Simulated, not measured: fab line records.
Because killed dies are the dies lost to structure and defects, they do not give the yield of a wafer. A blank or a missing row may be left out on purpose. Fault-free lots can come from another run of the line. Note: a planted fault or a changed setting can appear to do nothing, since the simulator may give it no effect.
Which of the tools did it? || flow berkeley-cmos170 || Sampling: 14 lots, 42 wafers, 4 of 331 route steps

## WHAT EACH GAUGE READ, for each wafer
UCB170_NWELL_TW_MEAS_16.
{"lot": "L463", "measured": "day 2 08:29", "on": "film-metro-02", "NWELL_TW": "1271 1277 1275"}
{"lot": "L464", "measured": "day 2 19:00", "on": "film-metro-04", "NWELL_TW": "1241 1239 1252"}
{"lot": "L466", "measured": "day 3 02:31", "on": "film-metro-02", "NWELL_TW": "1279 1274 1282"}
{"lot": "L467", "measured": "day 3 02:35", "on": "film-metro-04", "NWELL_TW": "1237 1244 1247"}
{"lot": "L468", "measured": "day 3 18:45", "on": "film-metro-04", "NWELL_TW": "1241 1248 1245"}
{"lot": "L469", "measured": "day 4 00:05", "on": "film-metro-04", "NWELL_TW": "1256 1257 1253"}
{"lot": "L471", "measured": "day 4 08:25", "on": "film-metro-02", "NWELL_TW": "1274 1281 1274"}
{"lot": "L472", "measured": "day 4 17:45", "on": "film-metro-02", "NWELL_TW": "1282 1285 1285"}
{"lot": "L473", "measured": "day 4 17:47", "on": "film-metro-02", "NWELL_TW": "1276 1276 1272"}
{"lot": "L474", "measured": "day 5 03:36", "on": "film-metro-02", "NWELL_TW": "1277 1282 1269"}
{"lot": "L476", "measured": "day 5 09:23", "on": "film-metro-04", "NWELL_TW": "1253 1251 1248"}
{"lot": "L479", "measured": "day 5 19:49", "on": "film-metro-04", "NWELL_TW": "1250 1248 1249"}
{"lot": "L481", "measured": "day 6 10:18", "on": "film-metro-02", "NWELL_TW": "1441 1437 1429"}
{"lot": "L482", "measured": "day 6 18:46", "on": "film-metro-04", "NWELL_TW": "1399 1400 1393"}

UCB170_V2_CD_MEAS_90: target cd 700 nm.
{"lot": "L463", "measured": "day 9 00:09", "on": "cd-sem-01", "cd-nm (nm)": "701.5 701.3 700.4"}
{"lot": "L464", "measured": "day 9 17:04", "on": "cd-sem-01", "cd-nm (nm)": "700.6 701.7 701.0"}
{"lot": "L466", "measured": "day 9 20:03", "on": "cd-sem-02", "cd-nm (nm)": "700.9 702.2 700.7"}
{"lot": "L467", "measured": "day 9 18:53", "on": "cd-sem-02", "cd-nm (nm)": "701.0 699.7 700.7"}
{"lot": "L468", "measured": "day 10 02:59", "on": "cd-sem-02", "cd-nm (nm)": "701.5 702.8 702.1"}
{"lot": "L469", "measured": "day 10 19:23", "on": "cd-sem-02", "cd-nm (nm)": "700.1 701.0 698.5"}
{"lot": "L471", "measured": "day 10 18:29", "on": "cd-sem-02", "cd-nm (nm)": "700.2 698.2 698.7"}
{"lot": "L472", "measured": "day 10 22:57", "on": "cd-sem-02", "cd-nm (nm)": "701.1 700.4 702.3"}
{"lot": "L473", "measured": "day 11 03:14", "on": "cd-sem-02", "cd-nm (nm)": "700.4 701.4 700.9"}
{"lot": "L474", "measured": "day 11 09:08", "on": "cd-sem-01", "cd-nm (nm)": "699.6 700.9 701.3"}
{"lot": "L476", "measured": "day 11 19:35", "on": "cd-sem-02", "cd-nm (nm)": "698.8 699.8 700.6"}
{"lot": "L479", "measured": "day 11 23:46", "on": "cd-sem-01", "cd-nm (nm)": "699.9 701.1 699.0"}
{"lot": "L481", "measured": "day 12 05:50", "on": "cd-sem-01", "cd-nm (nm)": "698.3 701.6 700.6"}
{"lot": "L482", "measured": "day 13 04:01", "on": "cd-sem-01", "cd-nm (nm)": "701.2 702.2 701.6"}

## WHAT TOOL EACH LOT RAN ON (gives the tool, then ch and the chambers of the sampled wafers, and finally the start)
{"lot": "L463", "UCB170_NWELL_IMPLANT_14": "implanter-03 ch 0, day 2 08:16", "UCB170_M2_STRIP_07": "plasma-asher-01 ch 0,1, day 8 17:51"}
{"lot": "L464", "UCB170_NWELL_IMPLANT_14": "implanter-04 ch 0, day 2 18:45", "UCB170_M2_STRIP_07": "plasma-asher-01 ch 0,1, day 9 12:10"}
{"lot": "L466", "UCB170_NWELL_IMPLANT_14": "implanter-04 ch 0, day 3 02:17", "UCB170_M2_STRIP_07": "plasma-asher-04 ch 0,1, day 9 14:16"}
{"lot": "L467", "UCB170_NWELL_IMPLANT_14": "implanter-03 ch 0, day 3 02:22", "UCB170_M2_STRIP_07": "plasma-asher-01 ch 0,1, day 9 13:41"}
{"lot": "L468", "UCB170_NWELL_IMPLANT_14": "implanter-03 ch 0, day 3 18:30", "UCB170_M2_STRIP_07": "plasma-asher-01 ch 0,1, day 9 22:49"}
{"lot": "L469", "UCB170_NWELL_IMPLANT_14": "implanter-01 ch 0, day 3 23:50", "UCB170_M2_STRIP_07": "plasma-asher-04 ch 0,1, day 10 14:28"}
{"lot": "L471", "UCB170_NWELL_IMPLANT_14": "implanter-03 ch 0, day 4 08:08", "UCB170_M2_STRIP_07": "plasma-asher-03 ch 0,1, day 10 14:24"}
{"lot": "L472", "UCB170_NWELL_IMPLANT_14": "implanter-03 ch 0, day 4 17:07", "UCB170_M2_STRIP_07": "plasma-asher-04 ch 0,1, day 10 18:40"}
{"lot": "L473", "UCB170_NWELL_IMPLANT_14": "implanter-04 ch 0, day 4 17:32", "UCB170_M2_STRIP_07": "plasma-asher-04 ch 0,1, day 10 22:54"}
{"lot": "L474", "UCB170_NWELL_IMPLANT_14": "implanter-03 ch 0, day 5 03:22", "UCB170_M2_STRIP_07": "plasma-asher-03 ch 0,1, day 11 04:37"}
{"lot": "L476", "UCB170_NWELL_IMPLANT_14": "implanter-01 ch 0, day 5 09:09", "UCB170_M2_STRIP_07": "plasma-asher-03 ch 1, day 11 15:10"}
{"lot": "L479", "UCB170_NWELL_IMPLANT_14": "implanter-03 ch 0, day 5 19:36", "UCB170_M2_STRIP_07": "plasma-asher-04 ch 0,1, day 11 18:53"}
{"lot": "L481", "UCB170_NWELL_IMPLANT_14": "implanter-03 ch 0, day 6 10:04", "UCB170_M2_STRIP_07": "plasma-asher-04 ch 0,1, day 11 23:16"}
{"lot": "L482", "UCB170_NWELL_IMPLANT_14": "implanter-03 ch 0, day 6 18:32", "UCB170_M2_STRIP_07": "plasma-asher-01 ch 0,1, day 12 23:55"}
- UCB170_NWELL_IMPLANT_14
- UCB170_M2_STRIP_07: strips in O2.

## AS READ BY THE TOOLS THEMSELVES (means over the sampled wafers that have a number; for cases with no such wafer, the mark the record gives instead)
UCB170_NWELL_IMPLANT_14.
{"lot": "L463", "tool": "implanter-03", "dose-ions-cm2": 9.9993e+12, "faraday-current-uA": 32.1}
{"lot": "L464", "tool": "implanter-04", "dose-ions-cm2": 1.0004e+13, "faraday-current-uA": 31.8}
{"lot": "L466", "tool": "implanter-04", "dose-ions-cm2": 1.0011e+13, "faraday-current-uA": 31.3}
{"lot": "L467", "tool": "implanter-03", "dose-ions-cm2": 1.0004e+13, "faraday-current-uA": 31.9}
{"lot": "L468", "tool": "implanter-03", "dose-ions-cm2": 9.9840e+12, "faraday-current-uA": 31.3}
{"lot": "L469", "tool": "implanter-01", "dose-ions-cm2": 1.0001e+13, "faraday-current-uA": 31.6}
{"lot": "L471", "tool": "implanter-03", "dose-ions-cm2": 1.0006e+13, "faraday-current-uA": 31.4}
{"lot": "L472", "tool": "implanter-03", "dose-ions-cm2": 1.0021e+13, "faraday-current-uA": 31.8}
{"lot": "L473", "tool": "implanter-04", "dose-ions-cm2": 1.0010e+13, "faraday-current-uA": 31.2}
{"lot": "L474", "tool": "implanter-03", "dose-ions-cm2": 1.0014e+13, "faraday-current-uA": 32.0}
{"lot": "L476", "tool": "implanter-01", "dose-ions-cm2": 9.9920e+12, "faraday-current-uA": 31.4}
{"lot": "L479", "tool": "implanter-03", "dose-ions-cm2": 1.0016e+13, "faraday-current-uA": 31.1}
{"lot": "L481", "tool": "implanter-03", "dose-ions-cm2": 1.4196e+13, "faraday-current-uA": 45.2}
{"lot": "L482", "tool": "implanter-03", "dose-ions-cm2": 1.4207e+13, "faraday-current-uA": 45.0}

UCB170_M2_STRIP_07.
{"lot": "L463", "tool": "plasma-asher-01", "drypump-motor-current-A (A)": 6.30, "oes-product-au (a.u.)": 0.738, "strip-time-to-endpoint-s (s)": 21.92}
{"lot": "L464", "tool": "plasma-asher-01", "drypump-motor-current-A (A)": 6.27, "oes-product-au (a.u.)": 0.736, "strip-time-to-endpoint-s (s)": 21.98}
{"lot": "L466", "tool": "plasma-asher-04", "drypump-motor-current-A (A)": 5.92, "oes-product-au (a.u.)": 0.733, "strip-time-to-endpoint-s (s)": 21.90}
{"lot": "L467", "tool": "plasma-asher-01", "drypump-motor-current-A (A)": 6.30, "oes-product-au (a.u.)": 0.730, "strip-time-to-endpoint-s (s)": 21.98}
{"lot": "L468", "tool": "plasma-asher-01", "drypump-motor-current-A (A)": 6.33, "oes-product-au (a.u.)": 0.733, "strip-time-to-endpoint-s (s)": 21.98}
{"lot": "L469", "tool": "plasma-asher-04", "drypump-motor-current-A (A)": 5.81, "oes-product-au (a.u.)": 0.739, "strip-time-to-endpoint-s (s)": 22.05}
{"lot": "L471", "tool": "plasma-asher-03", "drypump-motor-current-A (A)": 5.95, "oes-product-au (a.u.)": 0.739, "strip-time-to-endpoint-s (s)": 21.96}
{"lot": "L472", "tool": "plasma-asher-04", "drypump-motor-current-A (A)": 5.92, "oes-product-au (a.u.)": 0.731, "strip-time-to-endpoint-s (s)": 21.94}
{"lot": "L473", "tool": "plasma-asher-04", "drypump-motor-current-A (A)": 5.82, "oes-product-au (a.u.)": 0.736, "strip-time-to-endpoint-s (s)": 21.98}
{"lot": "L474", "tool": "plasma-asher-03", "drypump-motor-current-A (A)": 6.21, "oes-product-au (a.u.)": 0.735, "strip-time-to-endpoint-s (s)": 22.01}
{"lot": "L476", "tool": "plasma-asher-03", "drypump-motor-current-A (A)": 5.75, "oes-product-au (a.u.)": 0.737, "strip-time-to-endpoint-s (s)": 22.02}
{"lot": "L479", "tool": "plasma-asher-04", "drypump-motor-current-A (A)": 5.90, "oes-product-au (a.u.)": 0.739, "strip-time-to-endpoint-s (s)": 21.97}
{"lot": "L481", "tool": "plasma-asher-04", "drypump-motor-current-A (A)": 5.91, "oes-product-au (a.u.)": 0.742, "strip-time-to-endpoint-s (s)": 21.94}
{"lot": "L482", "tool": "plasma-asher-01", "drypump-motor-current-A (A)": 6.26, "oes-product-au (a.u.)": 0.739, "strip-time-to-endpoint-s (s)": 22.11}

## THE ANSWER, worked out from the rows above alone
Rule: the usual values come from the lots themselves. The widest of any qualifying gaps counts: lots, ordered by their means at a reading, are off when they make up no more than a third of the lots, leave a main group of 4 or more, and stand apart from it by 3 or more times the standard deviation of that group's means. Not used: any main group whose means are identical at the precision the tables above print for the reading. A lot without any number at a reading at which 4 lots or more have one is off too. Any other lot the step has rows for is counted as sound. Order of review: gauges by route order, followed by the tools' own readings, for which a lot's mean as printed above is used. The first step at which some lot is off is used, and at that step the reading that is off furthest; a lot without a number counts as furthest.
Off: L481, L482, at UCB170_NWELL_TW_MEAS_16 (NWELL_TW). For the main group the mean is 1262 and the standard deviation 15.
A tool fits if, at a process step before that reading, it ran every lot that is off, and no sound lot after the first of them. The gauges at UCB170_NWELL_TW_MEAS_16 aren't tried: what is off there is off at UCB170_NWELL_IMPLANT_14 too, on other tools, and a gauge's error can't cause that. One candidate fits, namely implanter-03 at UCB170_NWELL_IMPLANT_14. Its last sound lot is L479 (day 5 19:36), its first lot that is off L481 (day 6 10:04): a fault that began between those two fits.
The tool's own readings at UCB170_NWELL_IMPLANT_14 bear it out: on the lots that are off they differ by more than 5 times the standard deviation of the sound lots' means. dose-ions-cm2 reads 1.4202e+13 there against 1.0005e+13 on the sound lots; faraday-current-uA reads 45.1 there against 31.6 on the sound lots.

## WHAT THE SIMULATOR PUT IN
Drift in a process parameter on implanter-03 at UCB170_NWELL_IMPLANT_14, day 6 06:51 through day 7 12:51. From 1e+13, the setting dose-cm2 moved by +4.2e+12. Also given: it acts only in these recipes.
Shown lots that were struck: L481, L482. The rule above reached the same finding.
